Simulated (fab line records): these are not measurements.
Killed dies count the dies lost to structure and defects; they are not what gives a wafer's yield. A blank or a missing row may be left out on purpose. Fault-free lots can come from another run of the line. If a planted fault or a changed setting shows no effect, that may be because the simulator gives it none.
fab line records	flow berkeleyCmos170
record: lots: 14	wafers: 42	lastDay: 10
route steps=331 shown PLDD@155 CONTACT@231 M1@251 M2@272
lots with no fault: from the same line, run without faults
startH: hours from the record's opening day to when the first of the lot's shown wafers began	waitH: hours elapsed since this lot's preceding step	" same as the row above	L1.1+2: a single row standing in for several wafers	- either no value or no given start	* or withheld: withheld	< > ~ a bound
route shown NAME@n: a module of which the file shows steps, and the number in the route of the first	usual: average and standard deviation across the fault-free wafers	same: alike in all rows	chamber/n: place in a boat	sites: the reading at each site	_std_site: the standard deviation of these	_edge_site: the outer-site mean with the inner-site mean subtracted	radiusMm: how far each site lies from the wafer's centre	mask NAME#n: copy n	behind: the last tool/chamber to shape the wafer	hold: why the lot went on hold/how many hours it stayed there/how the hold came to an end	device: whichever transistor did not switch (one of n, p or np)	end of line: the tests these same wafers got at the end of their route	for a step that has no rows: nothing shown but its recipe	killed: dies lost to structure and defects at the first sort, not the wafer's yield	map: per-die view of a wafer (x killed, . not killed, _ where there is no die)
set.NAME: the setting the step ran with; set.NAME@STEP: the setting that earlier step ran with	model.NAME: the simulator's own value behind a step, which no gauge read
steps of the route over a sample of lots; a table a step, a row a wafer
services: a tool's chamber out of use, with start hour (startH, from the record's first day; less than 0 if before it), hours out, and reason
== steps ==
step: UCB170_PLDD_STRIP_10
recipe: chemistry: O2	powerW: 400	pressureMtorr: 3500	platenTempC: withheld	o2FlowSccm: 400	overashFraction: 0.5
usual: drypumpMotorCurrentA: 5.90/0.29	oesProductAu: 0.735/0.0044	stripTimeToEndpointS: 21.57/0.06
lot.wafer	tool	chamber	startH	waitH	drypumpMotorCurrentA	oesProductAu	rfHoursCounterH	stripTimeToEndpointS
L986.1	plasmaAsher-01	1	133.92	0.1	6.29	0.735	42	21.49
L986.5	"	1	"	"	6.23	0.728	-	21.51
L986.6	"	0	"	"	5.54	0.743	-	21.49
L988.2	plasmaAsher-01	0	147.09	0.1	5.60	0.734	44	21.60
L988.4	"	1	"	"	6.24	0.735	-	21.58
L988.6	"	0	"	"	5.59	0.731	-	21.58
L987.1	plasmaAsher-01	0	147.46	0.1	5.57	0.737	44	21.52
L987.2	"	1	"	"	6.30	0.739	44	21.51
L987.6	"	1	"	"	6.27	0.734	-	21.54
L989.2	plasmaAsher-01	1	156.94	0.1	6.25	0.737	45	21.61
L989.4	"	0	"	"	5.53	0.745	-	21.62
L989.6	"	0	"	"	5.54	0.736	-	21.49
L992.1	plasmaAsher-04	1	173.27	0.1	5.24	0.740	6	21.59
L992.2	"	0	"	"	6.05	0.731	6	21.56
L992.6	"	1	"	"	5.23	0.736	-	21.65
L991.1	plasmaAsher-01	1	173.69	0.1	6.25	0.731	47	21.71
L991.2	"	0	"	"	5.54	0.730	47	21.66
L991.4	"	0	"	"	5.54	0.740	-	21.63
L995.1	plasmaAsher-02	0	179.76	0.1	6.03	0.734	45	21.60
L995.2	"	1	"	"	5.91	0.738	45	21.56
L995.3	"	1	"	"	5.95	0.732	-	21.54
L998.1	plasmaAsher-02	1	182.71	0.1	5.92	0.737	45	21.53
L998.2	"	0	"	"	6.00	0.728	45	21.48
L998.4	"	0	"	"	6.00	0.732	-	21.48
L994.2	plasmaAsher-04	0	183.83	0.1	6.05	0.735	7	21.61
L994.3	"	1	"	"	5.22	0.734	-	21.58
L994.4	"	0	"	"	6.07	0.736	-	21.59
L999.2	plasmaAsher-02	0	192.02	0.1	5.98	0.738	46	21.49
L999.4	"	1	"	"	5.92	0.741	-	21.52
L999.6	"	1	"	"	5.88	0.734	-	21.49
L100.2	plasmaAsher-02	1	192.49	0.1	5.93	0.729	46	21.48
L100.4	"	0	"	"	6.02	0.735	-	21.56
L100.6	"	0	"	"	6.00	0.737	-	21.49
L102.2	plasmaAsher-01	0	203.67	0.1	5.58	0.738	51	21.56
L102.3	"	0	"	"	5.57	0.734	-	21.54
L102.6	"	1	"	"	6.30	0.731	-	21.55
L101.1	plasmaAsher-01	0	207.20	0.1	5.52	0.741	51	21.70
L101.4	"	1	"	"	6.28	0.736	-	21.69
L101.6	"	0	"	"	5.56	0.735	-	21.71
L104.1	plasmaAsher-02	1	207.32	0.1	5.93	0.736	48	21.66
L104.2	"	0	"	"	6.01	0.736	48	21.65
L104.4	"	0	"	"	6.04	0.735	-	21.63
step: UCB170_CONTACT_CD_MEAS_15
recipe: targetCdNm: 700
usual: cdNm: 700.4/1.5
lot.wafer	tool	chamber	startH	waitH	cdNm
L986.1	cdSem-01	-	152.52	-	698.9
L986.5	"	-	"	"	698.1
L986.6	"	-	"	"	696.8
L988.2	cdSem-02	-	162.57	-	702.1
L988.4	"	-	"	"	701.0
L988.6	"	-	"	"	699.9
L987.1	cdSem-02	-	167.38	-	700.9
L987.2	"	-	"	"	702.5
L987.6	"	-	"	"	701.3
L989.2	cdSem-02	-	176.26	-	700.8
L989.4	"	-	"	"	700.7
L989.6	"	-	"	"	701.0
L992.1	cdSem-02	-	192.71	-	700.6
L992.2	"	-	"	"	699.2
L992.6	"	-	"	"	699.6
L991.1	cdSem-02	-	194.66	-	703.8
L991.2	"	-	"	"	702.9
L991.4	"	-	"	"	703.6
L995.1	cdSem-02	-	198.03	-	701.6
L995.2	"	-	"	"	702.1
L995.3	"	-	"	"	701.7
L994.2	cdSem-01	-	200.09	-	698.5
L994.3	"	-	"	"	698.0
L994.4	"	-	"	"	699.1
L998.1	cdSem-01	-	201.27	-	700.9
L998.2	"	-	"	"	700.2
L998.4	"	-	"	"	700.7
L999.2	cdSem-01	-	209.21	-	699.3
L999.4	"	-	"	"	700.4
L999.6	"	-	"	"	700.5
L100.2	cdSem-01	-	212.55	-	698.5
L100.4	"	-	"	"	699.1
L100.6	"	-	"	"	697.3
L102.2	cdSem-01	-	224.58	-	699.7
L102.3	"	-	"	"	699.1
L102.6	"	-	"	"	699.4
L101.1	cdSem-01	-	229.68	-	700.1
L101.4	"	-	"	"	699.4
L101.6	"	-	"	"	700.5
L104.1	cdSem-02	-	229.96	-	699.5
L104.2	"	-	"	"	700.4
L104.4	"	-	"	"	701.2
step: UCB170_M1_STRIP_13
recipe: chemistry: O2	powerW: 400	pressureMtorr: 3500	platenTempC: withheld	o2FlowSccm: 400	overashFraction: 0.5
usual: drypumpMotorCurrentA: 5.8/0.41	oesProductAu: 0.720/0.0047
lot.wafer	tool	chamber	startH	waitH	drypumpMotorCurrentA	oesProductAu	rfHoursCounterH
L986.1	plasmaAsher-04	1	155.68	0.1	5.2	0.720	4
L986.5	"	0	"	"	6.1	0.726	-
L986.6	"	1	"	"	5.2	0.712	-
L988.2	plasmaAsher-04	1	165.26	0.1	5.2	0.717	5
L988.4	"	0	"	"	6.1	0.722	-
L988.6	"	1	"	"	5.2	0.721	-
L987.1	plasmaAsher-01	1	170.32	0.1	6.2	0.716	47
L987.2	"	0	"	"	5.6	0.723	47
L987.6	"	0	"	"	5.5	0.709	-
L989.2	plasmaAsher-04	0	178.71	0.1	6.1	0.726	6
L989.4	"	1	"	"	5.2	0.723	-
L989.6	"	0	"	"	6.1	0.722	-
L992.1	plasmaAsher-04	0	195.04	0.1	6.1	0.717	8
L992.2	"	1	"	"	5.3	0.722	8
L992.6	"	1	"	"	5.2	0.721	-
L991.1	plasmaAsher-01	0	197.15	0.1	5.6	0.715	50
L991.2	"	1	"	"	6.3	0.728	50
L991.4	"	1	"	"	6.3	0.712	-
L995.1	plasmaAsher-04	0	201.25	0.1	6.1	0.717	9
L995.2	"	1	"	"	5.2	0.723	9
L995.3	"	0	"	"	6.1	0.713	-
L994.2	plasmaAsher-01	1	202.95	0.2	6.2	0.717	51
L994.3	"	1	"	"	6.3	0.722	-
L994.4	"	0	"	"	5.6	0.712	-
L998.1	plasmaAsher-01	1	204.33	0.1	6.3	0.722	51
L998.2	"	0	"	"	5.6	0.723	51
L998.4	"	0	"	"	5.6	0.714	-
L999.2	plasmaAsher-01	0	212.59	0.1	5.5	0.719	52
L999.4	"	0	"	"	5.6	0.722	-
L999.6	"	0	"	"	5.6	0.728	-
L100.2	plasmaAsher-04	0	216.74	0.1	6.1	0.721	11
L100.4	"	0	"	"	6.1	0.716	-
L100.6	"	1	"	"	5.2	0.714	-
L102.2	plasmaAsher-01	0	227.44	0.1	5.5	0.731	54
L102.3	"	1	"	"	6.3	0.713	-
L102.6	"	1	"	"	6.2	0.717	-
L101.1	plasmaAsher-01	1	234.26	0.1	6.3	0.711	55
L101.4	"	0	"	"	5.6	0.726	-
L101.6	"	1	"	"	6.3	0.719	-
L104.1	plasmaAsher-04	1	234.38	0.1	5.2	0.717	14
L104.2	"	0	"	"	6.0	0.723	14
L104.4	"	0	"	"	6.1	0.722	-
step: UCB170_M2_SPUTTER_01
recipe: material: Al	targetThkNm: 900	timeS: 120	powerW: 6000	chamberPressurePa: 0.5
usual: cathodeDcPowerW: 5999.9/1.1	chamberPressurePa: 0.5001/0.00093	throttleValvePct: 29.9/1
lot.wafer	tool	chamber	startH	waitH	cathodeDcPowerW	chamberPressurePa	throttleValvePct
L986.1	pvdSputter-04	-	161.42	0.0	6000.1	0.5005	30.5
L986.5	"	-	"	"	6001.0	0.5012	29.7
L986.6	"	-	"	"	5998.2	0.5009	30.5
L988.2	pvdSputter-03	-	171.31	0.0	5999.1	0.4986	30.7
L988.4	"	-	"	"	6000.9	0.5012	29.9
L988.6	"	-	"	"	6000.4	0.4991	31.1
L987.1	pvdSputter-04	-	177.57	0.0	5999.3	0.5002	30.8
L987.2	"	-	"	"	6000.1	0.5004	28.7
L987.6	"	-	"	"	6000.3	0.4990	30.7
L989.2	pvdSputter-04	-	184.39	0.0	6001.5	0.5000	28.7
L989.4	"	-	"	"	6000.2	0.4990	29.4
L989.6	"	-	"	"	6001.1	0.4996	29.5
L992.1	pvdSputter-04	-	203.59	0.0	6001.3	0.4987	29.1
L992.2	"	-	"	"	5997.0	0.5016	29.4
L992.6	"	-	"	"	5998.9	0.4990	30.5
L991.1	pvdSputter-03	-	204.43	0.0	6002.3	0.4991	28.1
L991.2	"	-	"	"	6001.4	0.5001	30.5
L991.4	"	-	"	"	6000.1	0.5020	30.4
L995.1	pvdSputter-04	-	209.26	0.0	6001.3	0.5007	28.8
L995.2	"	-	"	"	6000.6	0.4974	30.9
L995.3	"	-	"	"	5999.5	0.4998	29.7
L994.2	pvdSputter-03	-	209.43	0.0	6000.9	0.5007	28.1
L994.3	"	-	"	"	5999.7	0.4996	30.6
L994.4	"	-	"	"	6000.2	0.5013	30.1
L998.1	pvdSputter-03	-	211.71	0.0	5998.2	0.4995	31.3
L998.2	"	-	"	"	5999.7	0.5008	28.0
L998.4	"	-	"	"	5999.7	0.5008	29.9
L999.2	pvdSputter-03	-	220.92	0.0	6000.6	0.4988	30.9
L999.4	"	-	"	"	6000.4	0.4991	30.1
L999.6	"	-	"	"	5999.2	0.4988	31.0
L100.2	pvdSputter-01	-	222.99	0.0	5999.5	0.5016	29.4
L100.4	"	-	"	"	6002.2	0.4983	30.7
L100.6	"	-	"	"	5999.5	0.4996	30.8
L102.2	pvdSputter-03	-	231.87	0.0	7852.0	0.5004	30.6
L102.3	"	-	"	"	5999.7	0.4991	30.0
L102.6	"	-	"	"	6001.7	0.5000	27.9
L101.1	pvdSputter-01	-	240.29	0.0	6001.2	0.5003	29.7
L101.4	"	-	"	"	5998.1	0.4991	31.3
L101.6	"	-	"	"	6001.8	0.4992	29.1
L104.1	pvdSputter-03	-	240.98	0.0	6000.3	0.5005	28.0
L104.2	"	-	"	"	7851.2	0.5002	30.4
L104.4	"	-	"	"	6001.5	0.5002	29.9
step: UCB170_M2_RS_MEAS_02
recipe: thkMeasGauge: four-point-probe	reads: Al_of_M2_SPUTTER_01
usual: M2_AL_RS: 0.0319/0.00036
lot.wafer	tool	chamber	startH	waitH	M2_AL_RS[ohm/sq]
L986.1	filmMetro-01	-	161.50	0.0	0.0316
L986.5	"	-	"	"	0.0314
L986.6	"	-	"	"	0.0316
L988.2	filmMetro-03	-	171.41	0.1	0.0320
L988.4	"	-	"	"	0.0316
L988.6	"	-	"	"	0.0319
L987.1	filmMetro-04	-	177.66	0.0	0.0322
L987.2	"	-	"	"	0.0323
L987.6	"	-	"	"	0.0322
L989.2	filmMetro-03	-	184.50	0.1	0.0316
L989.4	"	-	"	"	0.0317
L989.6	"	-	"	"	0.0316
L992.1	filmMetro-04	-	203.67	0.0	0.0316
L992.2	"	-	"	"	0.0317
L992.6	"	-	"	"	0.0316
L991.1	filmMetro-01	-	204.51	0.0	0.0320
L991.2	"	-	"	"	0.0322
L991.4	"	-	"	"	0.0316
L995.1	filmMetro-01	-	209.35	0.0	0.0320
L995.2	"	-	"	"	0.0318
L995.3	"	-	"	"	0.0316
L994.2	filmMetro-03	-	209.53	0.1	0.0313
L994.3	"	-	"	"	0.0319
L994.4	"	-	"	"	0.0314
L998.1	filmMetro-03	-	211.80	0.0	0.0316
L998.2	"	-	"	"	0.0313
L998.4	"	-	"	"	0.0313
L999.2	filmMetro-04	-	221.03	0.1	0.0318
L999.4	"	-	"	"	0.0319
L999.6	"	-	"	"	0.0320
L100.2	filmMetro-01	-	223.09	0.1	0.0318
L100.4	"	-	"	"	0.0319
L100.6	"	-	"	"	0.0320
L102.2	filmMetro-03	-	231.97	0.1	0.0246
L102.3	"	-	"	"	0.0316
L102.6	"	-	"	"	0.0317
L101.1	filmMetro-04	-	240.37	0.0	0.0325
L101.4	"	-	"	"	0.0323
L101.6	"	-	"	"	0.0326
L104.1	filmMetro-03	-	241.06	0.0	0.0316
L104.2	"	-	"	"	0.0246
L104.4	"	-	"	"	0.0313
step: UCB170_M2_THK_MEAS_03
recipe: thkMeasGauge: xrf	reads: Al_of_M2_SPUTTER_01
usual: M2_AL_THK: 903/11
lot.wafer	tool	chamber	startH	waitH	M2_AL_THK[nm]
L986.1	filmMetro-01	-	161.62	0.1	921
L986.5	"	-	"	"	923
L986.6	"	-	"	"	916
L988.2	filmMetro-03	-	171.52	0.1	901
L988.4	"	-	"	"	912
L988.6	"	-	"	"	896
L987.1	filmMetro-04	-	177.78	0.1	886
L987.2	"	-	"	"	892
L987.6	"	-	"	"	894
L989.2	filmMetro-03	-	184.61	0.1	911
L989.4	"	-	"	"	909
L989.6	"	-	"	"	903
L992.1	filmMetro-04	-	203.79	0.1	911
L992.2	"	-	"	"	910
L992.6	"	-	"	"	919
L991.1	filmMetro-01	-	204.63	0.1	903
L991.2	"	-	"	"	894
L991.4	"	-	"	"	916
L995.1	filmMetro-01	-	209.47	0.1	906
L995.2	"	-	"	"	908
L995.3	"	-	"	"	919
L994.2	filmMetro-03	-	209.64	0.1	914
L994.3	"	-	"	"	892
L994.4	"	-	"	"	917
L998.1	filmMetro-03	-	211.92	0.1	904
L998.2	"	-	"	"	912
L998.4	"	-	"	"	913
L999.2	filmMetro-04	-	221.14	0.1	909
L999.4	"	-	"	"	905
L999.6	"	-	"	"	905
L100.2	filmMetro-01	-	223.20	0.1	906
L100.4	"	-	"	"	907
L100.6	"	-	"	"	909
L102.2	filmMetro-03	-	232.08	0.1	1171
L102.3	"	-	"	"	909
L102.6	"	-	"	"	900
L101.1	filmMetro-04	-	240.49	0.1	883
L101.4	"	-	"	"	887
L101.6	"	-	"	"	878
L104.1	filmMetro-03	-	241.18	0.1	907
L104.2	"	-	"	"	1163
L104.4	"	-	"	"	913
step: UCB170_M2_METAL_ETCH_18
recipe: chemistry: Cl2/BCl3	target: Al	stopOn: SiO2	pressureMtorr: 12	targetDepthA: 11700	overEtchFrac: 0.3	timeS: 195	icpW: 584.1	biasW: 120	Cl2_flow_sccm: 90	bcl3FlowSccm: 45
usual: drypumpMotorCurrentA: 5.6/0.34	oesProductAu: 0.860/0.0096	throttleValvePct: 24.42/0.29
lot.wafer	tool	chamber	startH	waitH	drypumpMotorCurrentA	oesProductAu	rfHoursCounterH	throttleValvePct
L986.1	rieMetal-02	0	163.81	-	6.0	0.880	9	24.26
L986.5	"	0	"	"	6.0	0.883	-	24.27
L986.6	"	1	"	"	5.2	0.869	-	24.61
L988.2	rieMetal-02	1	175.53	-	5.2	0.860	3	24.62
L988.4	"	0	"	"	6.1	0.865	-	24.26
L988.6	"	1	"	"	5.2	0.856	-	24.64
L987.1	rieMetal-01	1	181.40	-	5.4	0.856	19	23.92
L987.2	"	0	"	"	5.4	0.854	4	24.15
L987.6	"	0	"	"	5.4	0.861	-	24.19
L989.2	rieMetal-01	0	187.66	-	5.4	0.867	4	24.17
L989.4	"	0	"	"	5.3	0.866	-	24.19
L989.6	"	0	"	"	5.4	0.854	-	24.18
L992.1	rieMetal-02	0	206.51	-	6.0	0.876	10	24.24
L992.2	"	1	"	"	5.2	0.861	3	24.61
L992.6	"	1	"	"	5.2	0.853	-	24.61
L991.1	rieMetal-01	0	207.18	-	5.3	0.863	5	24.18
L991.2	"	0	"	"	5.3	0.854	-	24.17
L991.4	"	0	"	"	5.3	0.872	-	24.19
L995.1	rieMetal-01	0	212.70	-	5.4	0.862	6	24.18
L995.2	"	0	"	"	5.4	0.857	-	24.16
L995.3	"	0	"	"	5.4	0.863	-	24.18
L994.2	rieMetal-04	0	213.42	-	5.8	0.870	1	24.65
L994.3	"	0	"	"	5.9	0.858	-	24.65
L994.4	"	1	"	"	6.0	0.850	-	24.82
L998.1	rieMetal-04	1	216.17	-	6.0	0.852	8	24.82
L998.2	"	0	"	"	5.9	0.864	1	24.66
L998.4	"	0	"	"	5.9	0.866	-	24.63
L999.2	rieMetal-04	1	224.82	-	6.0	0.844	8	24.81
L999.4	"	1	"	"	6.0	0.842	-	24.83
L999.6	"	1	"	"	6.0	0.850	-	24.80
L100.2	rieMetal-01	1	225.84	-	5.4	0.870	0	24.00
L100.4	"	0	"	"	5.3	0.864	-	24.16
L100.6	"	0	"	"	5.3	0.864	-	24.18
L102.2	rieMetal-02	1	234.40	-	5.2	0.969	5	24.57
L102.3	"	0	"	"	6.0	0.877	-	24.26
L102.6	"	0	"	"	6.1	0.871	-	24.26
L101.1	rieMetal-04	0	242.86	-	5.9	0.849	2	24.66
L101.4	"	0	"	"	5.9	0.845	-	24.65
L101.6	"	0	"	"	5.9	0.847	-	24.67
L104.1	rieMetal-01	0	243.18	-	5.3	0.871	8	24.17
L104.2	"	1	"	"	5.4	0.999	1	23.93
L104.4	"	1	"	"	5.4	0.875	-	23.99
== services ==
tool	chamber	startH	hours	kind
plasmaAsher-04	0	117.75	-	clean
plasmaAsher-04	1	117.75	-	clean
pvdSputter-03	-	122.91	3.3	repair
rieMetal-02	-	128.16	0.1	repair
rieMetal-04	-	130.92	1.1	repair
pvdSputter-03	-	141.16	29.8	repair
plasmaAsher-04	-	143.48	4.7	repair
rieMetal-04	0	144.99	-	clean
rieMetal-04	0	144.99	20.2	scheduledDown
rieMetal-04	0	144.99	20.2	ventCycle
rieMetal-01	1	195.96	-	clean
rieMetal-01	1	195.96	26.7	scheduledDown
rieMetal-01	1	195.96	26.7	ventCycle
pvdSputter-03	-	196.33	2.1	repair
plasmaAsher-01	-	236.54	6.1	repair
== key ==
firstSign: step: UCB170_M2_SPUTTER_01	reading: cathodeDcPowerW	direction: up	sigmas: 99+	usual: 5999.9	struck: 7851.6
effect: step: UCB170_M2_RS_MEAS_02	reading: M2_AL_RS	direction: down	sigmas: 20	usual: 0.0319	struck: 0.0246
effect: step: UCB170_M2_THK_MEAS_03	reading: M2_AL_THK	direction: up	sigmas: 25	usual: 903	struck: 1167
effect: step: UCB170_M2_METAL_ETCH_18	reading: oesProductAu	direction: up	sigmas: 13	usual: 0.860	struck: 0.984
metAt UCB170_M2_SPUTTER_01
struckLots L102,L104
struckWafers L102.2,L104.2
laterRowsLeftOut L102.2,L104.2
sortLeftOut L102.2,L104.2
notActingAt UCB170_PLDD_STRIP_10,UCB170_CONTACT_CD_MEAS_15,UCB170_M1_STRIP_13
onsetBetween 209.43 231.87
fault: kind: processParameterDrift	tool: pvdSputter-03	chamber: -	onsetH: 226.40	steps: UCB170_M2_SPUTTER_01	channel: powerW	offset: 1851.3	shape: step	endH: 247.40	actsIn: theseRecipesOnly	stated: 6000	scope: struckWafersOnly
sortLeftOut: the simulated sort isn't trusted on such a fault, so these wafers' sort isn't shown, and their yield isn't known
laterRowsLeftOut: the simulator's readings of these wafers behind a module that went badly wrong aren't trusted and aren't shown, but for the sort
